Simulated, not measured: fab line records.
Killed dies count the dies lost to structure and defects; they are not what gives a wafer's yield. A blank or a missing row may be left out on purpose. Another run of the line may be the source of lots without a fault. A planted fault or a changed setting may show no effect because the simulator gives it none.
Commonality check across tools / flow ritCmos / Sampled: 14 lots, 42 wafers

## WHY THIS WAS OPENED
Of 14 lots, 2 have the reading FOX1_OXIDE_THK flagged at RIT_FOX1_THK_MEAS_01. Fault-free wafers read 351 nm, with a standard deviation of 5.4.
Rule: a lot is flagged in two cases, either no wafer of it has a number, or all its wafers with numbers fall more than 4 standard deviations from that mean. The other lots count as sound.

lot=L465; measured=day 1 17:54; on=filmMetro-03; FOX1_OXIDE_THK (nm), wafer by wafer=349 343 347; flag=
lot=L468; measured=day 2 08:02; on=filmMetro-03; FOX1_OXIDE_THK (nm), wafer by wafer=356 356 356; flag=
lot=L470; measured=day 2 19:23; on=filmMetro-04; FOX1_OXIDE_THK (nm), wafer by wafer=340 344 339; flag=
lot=L471; measured=day 3 00:23; on=filmMetro-01; FOX1_OXIDE_THK (nm), wafer by wafer=348 350 352; flag=
lot=L473; measured=day 3 08:57; on=filmMetro-03; FOX1_OXIDE_THK (nm), wafer by wafer=386 393 392; flag=FLAGGED
lot=L474; measured=day 3 15:38; on=filmMetro-03; FOX1_OXIDE_THK (nm), wafer by wafer=391 391 386; flag=FLAGGED
lot=L475; measured=day 3 19:02; on=filmMetro-03; FOX1_OXIDE_THK (nm), wafer by wafer=357 361 356; flag=
lot=L476; measured=day 3 23:57; on=filmMetro-03; FOX1_OXIDE_THK (nm), wafer by wafer=349 347 351; flag=
lot=L477; measured=day 4 06:08; on=filmMetro-04; FOX1_OXIDE_THK (nm), wafer by wafer=356 353 358; flag=
lot=L483; measured=day 5 11:12; on=filmMetro-01; FOX1_OXIDE_THK (nm), wafer by wafer=350 352 350; flag=
lot=L484; measured=day 5 15:51; on=filmMetro-01; FOX1_OXIDE_THK (nm), wafer by wafer=359 348 352; flag=
lot=L486; measured=day 6 01:59; on=filmMetro-03; FOX1_OXIDE_THK (nm), wafer by wafer=357 354 356; flag=
lot=L487; measured=day 6 08:22; on=filmMetro-01; FOX1_OXIDE_THK (nm), wafer by wafer=359 361 360; flag=
lot=L488; measured=day 6 12:08; on=filmMetro-04; FOX1_OXIDE_THK (nm), wafer by wafer=354 357 355; flag=
Average over the flagged lots: 390 nm; offset from the usual +39 nm, equal to +7 standard deviations.

## WHICH TOOL EACH LOT WENT THROUGH
The record holds 1 process step before the reading, out of a route of 202 steps. Cell contents, in order: the tool; ch with the chambers the sampled wafers went through; the start.
lot=L465; flag=; RIT_FOX1_OXIDATION_00=furnace-02 ch 0, day 1 16:35
lot=L468; flag=; RIT_FOX1_OXIDATION_00=furnace-02 ch 0, day 2 06:44
lot=L470; flag=; RIT_FOX1_OXIDATION_00=furnace-03 ch 0, day 2 18:03
lot=L471; flag=; RIT_FOX1_OXIDATION_00=furnace-02 ch 0, day 2 23:03
lot=L473; flag=FLAGGED; RIT_FOX1_OXIDATION_00=furnace-02 ch 0, day 3 07:38
lot=L474; flag=FLAGGED; RIT_FOX1_OXIDATION_00=furnace-02 ch 0, day 3 14:18
lot=L475; flag=; RIT_FOX1_OXIDATION_00=furnace-04 ch 0, day 3 17:43
lot=L476; flag=; RIT_FOX1_OXIDATION_00=furnace-04 ch 0, day 3 22:38
lot=L477; flag=; RIT_FOX1_OXIDATION_00=furnace-04 ch 0, day 4 04:49
lot=L483; flag=; RIT_FOX1_OXIDATION_00=furnace-04 ch 0, day 5 09:53
lot=L484; flag=; RIT_FOX1_OXIDATION_00=furnace-04 ch 0, day 5 14:30
lot=L486; flag=; RIT_FOX1_OXIDATION_00=furnace-04 ch 0, day 6 00:40
lot=L487; flag=; RIT_FOX1_OXIDATION_00=furnace-02 ch 0, day 6 07:03
lot=L488; flag=; RIT_FOX1_OXIDATION_00=furnace-04 ch 0, day 6 10:48
What these steps do:
- RIT_FOX1_OXIDATION_00: target thk 350.7 nm, ox time 1130 s.
- RIT_FOX1_THK_MEAS_01

## FLAGGED OVER TOTAL, TOOL BY TOOL (the gauges that took the reading come last)
step=RIT_FOX1_OXIDATION_00; tool=furnace-02; lots run=6; flagged=2; share of the flagged lots=all; sound lots run after its first flagged lot=1 (L487)
step=RIT_FOX1_OXIDATION_00; tool=furnace-03; lots run=1; flagged=0; share of the flagged lots=none; sound lots run after its first flagged lot=-
step=RIT_FOX1_OXIDATION_00; tool=furnace-04; lots run=7; flagged=0; share of the flagged lots=none; sound lots run after its first flagged lot=-
step=RIT_FOX1_THK_MEAS_01; tool=filmMetro-01; lots run=4; flagged=0; share of the flagged lots=none; sound lots run after its first flagged lot=-
step=RIT_FOX1_THK_MEAS_01; tool=filmMetro-03; lots run=7; flagged=2; share of the flagged lots=all; sound lots run after its first flagged lot=3 (L475,L476,L486)
step=RIT_FOX1_THK_MEAS_01; tool=filmMetro-04; lots run=3; flagged=0; share of the flagged lots=none; sound lots run after its first flagged lot=-

## WHAT THE TABLE PERMITS
Rows of the table that ran all the flagged lots, 2 in number: furnace-02 at RIT_FOX1_OXIDATION_00; filmMetro-03 at RIT_FOX1_THK_MEAS_01.
- furnace-02 at RIT_FOX1_OXIDATION_00 ran 6 lots, 2 of them flagged. Sound lots followed the first flagged one (L487) on it, something a lasting fault affecting the whole tool could not allow.
- filmMetro-03 at RIT_FOX1_THK_MEAS_01 ran 7 lots, 2 of them flagged. Sound lots followed the first flagged one (L475, L476, L486) on it, something a lasting fault affecting the whole tool could not allow.
None of the table's rows ran every flagged lot and, after the first, no sound lot.

## WHAT THE SIMULATOR HAD PUT IN
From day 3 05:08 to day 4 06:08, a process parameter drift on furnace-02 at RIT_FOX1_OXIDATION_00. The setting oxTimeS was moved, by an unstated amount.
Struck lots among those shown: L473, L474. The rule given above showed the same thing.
